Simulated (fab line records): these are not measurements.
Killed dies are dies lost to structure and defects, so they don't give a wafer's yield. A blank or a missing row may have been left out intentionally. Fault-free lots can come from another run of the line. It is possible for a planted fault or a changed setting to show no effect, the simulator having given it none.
Split-lot study ; flow rit_cmos ; route with 202 steps; 5 lots, 23 wafers read

## THE SPLIT ITSELF
At RIT_PLDD_IMPLANT_08, the setting dose_cm2 was moved away from the recipe's 9e+14 on 8 of the 23 wafers read, by -7.4% to +5.1%. The other wafers ran this setting at the recipe's value.

## FROM THE SPLIT TO THE READING: what the file shows between them, 10 steps
- RIT_NSD_COAT_01: resist thk 1000 nm (also split here: spin_rpm)
- RIT_NSD_SOFTBAKE_02: time 60 s
- RIT_NSD_EXPOSE_03: exposes mask M9, target cd 40700 nm
- RIT_NSD_DEVELOP_05: develop time 50 s
- RIT_NSD_HARDBAKE_07: time 60 s
- RIT_NSD_IMPLANT_08 (also split here: energy_kev)
- RIT_PSD_COAT_01: resist thk 1000 nm (also split here: resist_thk_nm)
- RIT_PSD_HARDBAKE_07: time 60 s (also split here: temp_c)
- RIT_PSD_IMPLANT_08
- RIT_PSD_STRIP_09: strips in O2, time 180 s

## THE READING
Measured at RIT_SDANNEAL_RS_MEAS_06 by four-point probe: PLDD_RS, in ohm/sq. A value of 178.8 ohm/sq with a standard deviation of 0.45 ohm/sq is what fault-free wafers of this fab line usually give.

wafer;tool, chamber at the split;dose_cm2 as run;against the recipe;PLDD_RS, ohm/sq;against lot-mates on the recipe
L074.1;implanter-02, 0;9e+14;recipe;178.9;-
L074.2;implanter-02, 0;8.333e+14;-7.4%;186.1;+7.1
L074.3;implanter-02, 0;8.333e+14;-7.4%;186.7;+7.7
L074.4;implanter-02, 0;9e+14;recipe;178.7;-
L074.5;implanter-02, 0;9e+14;recipe;179.4;-
L078.1;implanter-04, 0;9.457e+14;+5.1%;174.4;-3.9
L078.3;implanter-04, 0;9.457e+14;+5.1%;173.8;-4.5
L078.4;implanter-04, 0;9e+14;recipe;178.7;-
L078.5;implanter-04, 0;9.457e+14;+5.1%;173.8;-4.5
L078.6;implanter-04, 0;9e+14;recipe;177.9;-
L079.1;implanter-04, 0;9.179e+14;+2.0%;177.3;-1.9
L079.2;implanter-04, 0;9.179e+14;+2.0%;177.5;-1.7
L079.4;implanter-04, 0;9e+14;recipe;179.5;-
L079.5;implanter-04, 0;9.179e+14;+2.0%;177.1;-2.1
L079.6;implanter-04, 0;9e+14;recipe;178.9;-
L083.1;implanter-02, 0;9e+14;recipe;178.7;-
L083.2;implanter-02, 0;9e+14;recipe;178.9;-
L083.3;implanter-02, 0;9e+14;recipe;178.5;-
L083.4;implanter-02, 0;9e+14;recipe;178.9;-
L083.5;implanter-02, 0;9e+14;recipe;178.7;-
L084.2;implanter-02, 0;9e+14;recipe;178.7;-
L084.4;implanter-02, 0;9e+14;recipe;178.7;-
L084.6;implanter-02, 0;9e+14;recipe;178.6;-

FIT RESULTS
A straight line over all 23 wafers: PLDD_RS changes by -0.981 ohm/sq for each +1% of dose_cm2; r = -0.99; the points scatter about the line by 0.38 ohm/sq.
The same after taking each lot's own level away (the mean of its wafers on the recipe; 23 wafers): -0.94 ohm/sq for each +1%; r = -0.99; scatter 0.33 ohm/sq.
On that fit, the largest move of dose_cm2 shifts the reading by 7 ohm/sq.
Across the lots, their own levels run from 178.30 to 179.20 ohm/sq, a range of 2.0 times the standard deviation given above.
The two slopes are in agreement: the lot-to-lot level therefore moves the slope only a little.
Check: with one of the wafers moved furthest among these (-7.4%) left out of the fit, the line predicts +7.04 ohm/sq for it against its lot-mates. It came out at +7.1 ohm/sq against them.

## THE OTHER SPLITS THESE WAFERS WENT THROUGH
Note: prior to the reading, these wafers also went through further splits. Each is held against what the fit with the lots' levels taken away leaves over:
other split on the same wafers;wafers away from the commonest value;r with PLDD_RS (lot level and that fit taken away)
RIT_GATE_OXIDATION_05 ox_time_s;18;+0.33
RIT_NLDD_SOFTBAKE_02 temp_c;9;+0.29
RIT_PLDD_COAT_01 resist_thk_nm;11;+0.02
RIT_NSD_COAT_01 spin_rpm;10;-0.22
RIT_NSD_IMPLANT_08 energy_kev;8;-0.03
RIT_PSD_COAT_01 resist_thk_nm;6;+0.17
RIT_PSD_HARDBAKE_07 temp_c;4;-0.35

## FILE'S OWN FIT
PLDD_RS changes by -0.951 ohm/sq for each +1% of dose_cm2, r = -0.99.
